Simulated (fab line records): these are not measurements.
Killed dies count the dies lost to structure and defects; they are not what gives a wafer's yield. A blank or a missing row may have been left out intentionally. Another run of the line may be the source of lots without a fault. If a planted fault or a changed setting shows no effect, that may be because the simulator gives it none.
Lot-split experiment    flow berkeleyCmos170    on a route of 331 steps: 5 lots, 23 wafers read

## THE SPLIT
At UCB170_V2_COAT_07 (resist thk 900 nm), the setting resistThkNm was moved away from the recipe's 900 nm on 9 of the 23 wafers read, by -4.5% to +5.0%. The other wafers ran this setting at the recipe's value.

There is no step in the file separating the split from the reading.

## THE READING
KrF_of_V2_COAT_07.thkNm (the simulator's own value, which no gauge read), in nm, at UCB170_V2_ETCH_14 (etches SiO2 in CHF3/CF4/Ar, stops on Al, target depth 1250 nm, time 291 s). The file does not state a usual value for it. Average 613.4 nm, standard deviation 11 nm, over the 14 wafers here run with the recipe.

wafer   tool, chamber at the split  resistThkNm as run, nm  against the recipe  KrF_of_V2_COAT_07.thkNm, nm  against lot-mates on the recipe
L076.1  lithoTrack-04, 0            885                     -1.7%               592.5                        -11.9
L076.2  lithoTrack-04, 0            900                     recipe              610.8                        -
L076.3  lithoTrack-04, 0            885                     -1.7%               575.8                        -28.6
L076.4  lithoTrack-04, 0            900                     recipe              616.2                        -
L076.6  lithoTrack-04, 0            900                     recipe              586.3                        -
L078.1  lithoTrack-01, 0            900                     recipe              623.6                        -
L078.2  lithoTrack-01, 0            944.7                   +5.0%               644.5                        +29.1
L078.3  lithoTrack-01, 0            944.7                   +5.0%               673.3                        +57.9
L078.4  lithoTrack-01, 0            900                     recipe              621.3                        -
L078.6  lithoTrack-01, 0            900                     recipe              601.2                        -
L081.1  lithoTrack-01, 0            900                     recipe              609.1                        -
L081.2  lithoTrack-01, 0            900                     recipe              605.1                        -
L081.4  lithoTrack-01, 0            859.9                   -4.5%               568.9                        -43.2
L081.5  lithoTrack-01, 0            900                     recipe              622.1                        -
L081.6  lithoTrack-01, 0            859.9                   -4.5%               577.8                        -34.3
L083.3  lithoTrack-04, 0            900                     recipe              602.8                        -
L083.5  lithoTrack-04, 0            900                     recipe              624                          -
L083.6  lithoTrack-04, 0            900                     recipe              624.6                        -
L082.1  lithoTrack-01, 0            866.4                   -3.7%               581.1                        -39.4
L082.2  lithoTrack-01, 0            900                     recipe              617.8                        -
L082.3  lithoTrack-01, 0            866.4                   -3.7%               588.1                        -32.4
L082.4  lithoTrack-01, 0            866.4                   -3.7%               584.3                        -36.2
L082.6  lithoTrack-01, 0            900                     recipe              623.1                        -

THE FIT
A straight line over all 23 wafers: KrF_of_V2_COAT_07.thkNm changes by +8.96 nm for each +1% of resistThkNm; r = +0.89; the points scatter about the line by 11 nm.
The same after taking each lot's own level away (the mean of its wafers on the recipe; 23 wafers): +9.08 nm for each +1%; r = +0.92; scatter 9.7 nm.
The reading moves by 45 nm for the largest change in resistThkNm, on that fit.
From 604.43 to 620.45 nm: that is the span of the lots' own levels, equal to 1.5 times the standard deviation above.
Consequently the slope shifts little with the lot-to-lot level, the two slopes agreeing.
Check: with one of the wafers moved furthest among these (+5.0%) left out of the fit, the line predicts +50.4 nm for it against its lot-mates. Against them it came out at +29.1 nm.

## THESE WAFERS: OTHER SPLITS
Note: prior to the reading, these wafers also went through further splits. Each is held against what the fit with the lots' levels taken away leaves over:
other split on the same wafers     wafers away from the commonest value  r with KrF_of_V2_COAT_07.thkNm (lot level and that fit taken away)
UCB170_BACKSIDE_SOFTBAKE_02 tempC  6                                     -0.19
UCB170_CONTACT_PEB_13 pebTempC     9                                     -0.27
UCB170_M1_COAT_04 spinRpm          8                                     +0.06
UCB170_V1_CVD_00 rfW               11                                    +0.16

## THE WHOLE CHAIN: every reading that the file lists as answering this split, in the file's order
step                what it does                                                               reading                                                                   change (the file's fit)               r (the file's)
UCB170_V2_COAT_07   resist thk 900 nm                                                          KrF_of_V2_COAT_07.thkNm (the simulator's own value, which no gauge read)  +9 nm for each +1% of the setting     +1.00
UCB170_V2_ETCH_14   etches SiO2 in CHF3/CF4/Ar, stops on Al, target depth 1250 nm, time 291 s  KrF_of_V2_COAT_07.thkNm (the simulator's own value, which no gauge read)  +9.09 nm for each +1% of the setting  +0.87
UCB170_V2_STRIP_15  strips in O2                                                               stripTimeToEndpointS                                                      withheld for each +1% of the setting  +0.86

## THE FILE'S OWN FIT
KrF_of_V2_COAT_07.thkNm changes by +9.09 nm for each +1% of resistThkNm, r = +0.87.
